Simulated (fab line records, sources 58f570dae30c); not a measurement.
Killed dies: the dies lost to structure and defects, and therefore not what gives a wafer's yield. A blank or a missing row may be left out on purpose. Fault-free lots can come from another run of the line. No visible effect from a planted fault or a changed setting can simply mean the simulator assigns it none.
Tool commonality check || flow berkeley_cmos170 || 15 lots and 45 wafers in the sample

REASON FOR OPENING
UCB170_GATE_THK_MEAS_05, reading GATE_POLY_THK: flagged on 3 of 15 lots. No-fault wafers: 214.5 nm, standard deviation 2.4.
Rule: a lot gets a flag if all its wafers with a number sit over 4 standard deviations from that mean, or if no wafer of it has a number. The rest of the lots are taken to be sound.

{"lot": "L661", "measured": "day 7 17:19", "on": "film_metro-01", "GATE_POLY_THK (nm), wafer by wafer": "214.3 214.3 216.2", "flag": ""}
{"lot": "L662", "measured": "day 7 18:52", "on": "film_metro-03", "GATE_POLY_THK (nm), wafer by wafer": "432.1 431.5 429.7", "flag": "FLAGGED"}
{"lot": "L663", "measured": "day 8 05:48", "on": "film_metro-04", "GATE_POLY_THK (nm), wafer by wafer": "213.0 212.8 214.0", "flag": ""}
{"lot": "L665", "measured": "day 8 05:49", "on": "film_metro-01", "GATE_POLY_THK (nm), wafer by wafer": "213.7 214.9 214.5", "flag": ""}
{"lot": "L664", "measured": "day 8 05:52", "on": "film_metro-04", "GATE_POLY_THK (nm), wafer by wafer": "218.9 217.2 216.9", "flag": ""}
{"lot": "L667", "measured": "day 8 19:44", "on": "film_metro-04", "GATE_POLY_THK (nm), wafer by wafer": "430.6 426.7 426.4", "flag": "FLAGGED"}
{"lot": "L668", "measured": "day 8 19:44", "on": "film_metro-03", "GATE_POLY_THK (nm), wafer by wafer": "426.6 424.1 422.9", "flag": "FLAGGED"}
{"lot": "L676", "measured": "day 9 23:43", "on": "film_metro-04", "GATE_POLY_THK (nm), wafer by wafer": "214.7 214.9 217.1", "flag": ""}
{"lot": "L675", "measured": "day 9 23:49", "on": "film_metro-03", "GATE_POLY_THK (nm), wafer by wafer": "211.7 210.8 212.8", "flag": ""}
{"lot": "L677", "measured": "day 11 01:22", "on": "film_metro-01", "GATE_POLY_THK (nm), wafer by wafer": "219.2 217.2 217.8", "flag": ""}
{"lot": "L679", "measured": "day 11 04:44", "on": "film_metro-03", "GATE_POLY_THK (nm), wafer by wafer": "218.3 218.4 218.3", "flag": ""}
{"lot": "L680", "measured": "day 11 17:02", "on": "film_metro-01", "GATE_POLY_THK (nm), wafer by wafer": "215.7 216.7 214.7", "flag": ""}
{"lot": "L681", "measured": "day 11 17:02", "on": "film_metro-03", "GATE_POLY_THK (nm), wafer by wafer": "218.5 217.6 215.6", "flag": ""}
{"lot": "L682", "measured": "day 12 01:50", "on": "film_metro-01", "GATE_POLY_THK (nm), wafer by wafer": "212.5 212.5 213.2", "flag": ""}
{"lot": "L683", "measured": "day 12 01:52", "on": "film_metro-03", "GATE_POLY_THK (nm), wafer by wafer": "216.9 217.1 217.4", "flag": ""}
Average over the flagged lots: 427.8 nm; offset from the usual +213.3 nm, equal to +89 standard deviations.

WHICH TOOL EACH LOT WENT THROUGH
The record holds 1 process step before the reading, out of a route of 331 steps. Each cell gives the tool, then ch followed by the chambers the sampled wafers passed through, then the start.
{"lot": "L661", "flag": "", "UCB170_GATE_CVD_04": "lpcvd-01 ch 0, day 7 15:53"}
{"lot": "L662", "flag": "FLAGGED", "UCB170_GATE_CVD_04": "lpcvd-01 ch 1, day 7 15:53"}
{"lot": "L663", "flag": "", "UCB170_GATE_CVD_04": "lpcvd-02 ch 0, day 8 04:24"}
{"lot": "L665", "flag": "", "UCB170_GATE_CVD_04": "lpcvd-02 ch 0, day 8 04:24"}
{"lot": "L664", "flag": "", "UCB170_GATE_CVD_04": "lpcvd-02 ch 1, day 8 04:24"}
{"lot": "L667", "flag": "FLAGGED", "UCB170_GATE_CVD_04": "lpcvd-02 ch 0, day 8 15:44 and lpcvd-01 ch 0, day 8 18:19"}
{"lot": "L668", "flag": "FLAGGED", "UCB170_GATE_CVD_04": "lpcvd-02 ch 1, day 8 15:44 and lpcvd-01 ch 1, day 8 18:19"}
{"lot": "L676", "flag": "", "UCB170_GATE_CVD_04": "lpcvd-01 ch 1, day 9 22:19"}
{"lot": "L675", "flag": "", "UCB170_GATE_CVD_04": "lpcvd-01 ch 1, day 9 22:19"}
{"lot": "L677", "flag": "", "UCB170_GATE_CVD_04": "lpcvd-02 ch 0, day 10 23:58"}
{"lot": "L679", "flag": "", "UCB170_GATE_CVD_04": "lpcvd-02 ch 1, day 11 03:20"}
{"lot": "L680", "flag": "", "UCB170_GATE_CVD_04": "lpcvd-02 ch 0, day 11 15:38"}
{"lot": "L681", "flag": "", "UCB170_GATE_CVD_04": "lpcvd-02 ch 1, day 11 15:38"}
{"lot": "L682", "flag": "", "UCB170_GATE_CVD_04": "lpcvd-02 ch 1, day 12 00:26"}
{"lot": "L683", "flag": "", "UCB170_GATE_CVD_04": "lpcvd-02 ch 1, day 12 00:26"}
What these steps do:
- UCB170_GATE_CVD_04: deposits poly-Si from SiH4, time 1440 s, target thk 214 nm.
- UCB170_GATE_THK_MEAS_05

FLAGGED AGAINST TOTAL, ONE TOOL AT A TIME (gauges that did the reading follow at the end)
{"step": "UCB170_GATE_CVD_04", "tool": "lpcvd-01", "lots run": 6, "flagged": 3, "share of the flagged lots": "all", "sound lots run after its first flagged lot": "2 (L675,L676)"}
{"step": "UCB170_GATE_CVD_04", "tool": "lpcvd-02", "lots run": 11, "flagged": 2, "share of the flagged lots": "some", "sound lots run after its first flagged lot": "6 (L677,L679,L680,L681,L682,L683)"}
{"step": "UCB170_GATE_THK_MEAS_05", "tool": "film_metro-01", "lots run": 5, "flagged": 0, "share of the flagged lots": "none", "sound lots run after its first flagged lot": "-"}
{"step": "UCB170_GATE_THK_MEAS_05", "tool": "film_metro-03", "lots run": 6, "flagged": 2, "share of the flagged lots": "some", "sound lots run after its first flagged lot": "4 (L675,L679,L681,L683)"}
{"step": "UCB170_GATE_THK_MEAS_05", "tool": "film_metro-04", "lots run": 4, "flagged": 1, "share of the flagged lots": "some", "sound lots run after its first flagged lot": "1 (L676)"}

WHAT THE TABLE PERMITS
Rows of the table that ran each flagged lot: 1, that is lpcvd-01 at UCB170_GATE_CVD_04.
- lpcvd-01 at UCB170_GATE_CVD_04 ran 6 lots, 3 of them flagged. After the first flagged lot (L675, L676), sound lots still ran on it; a lasting fault on the whole tool would not permit that.
There is no row in the table that ran each flagged lot and no sound lot after the first.

WHAT WAS PUT IN BY THE SIMULATOR
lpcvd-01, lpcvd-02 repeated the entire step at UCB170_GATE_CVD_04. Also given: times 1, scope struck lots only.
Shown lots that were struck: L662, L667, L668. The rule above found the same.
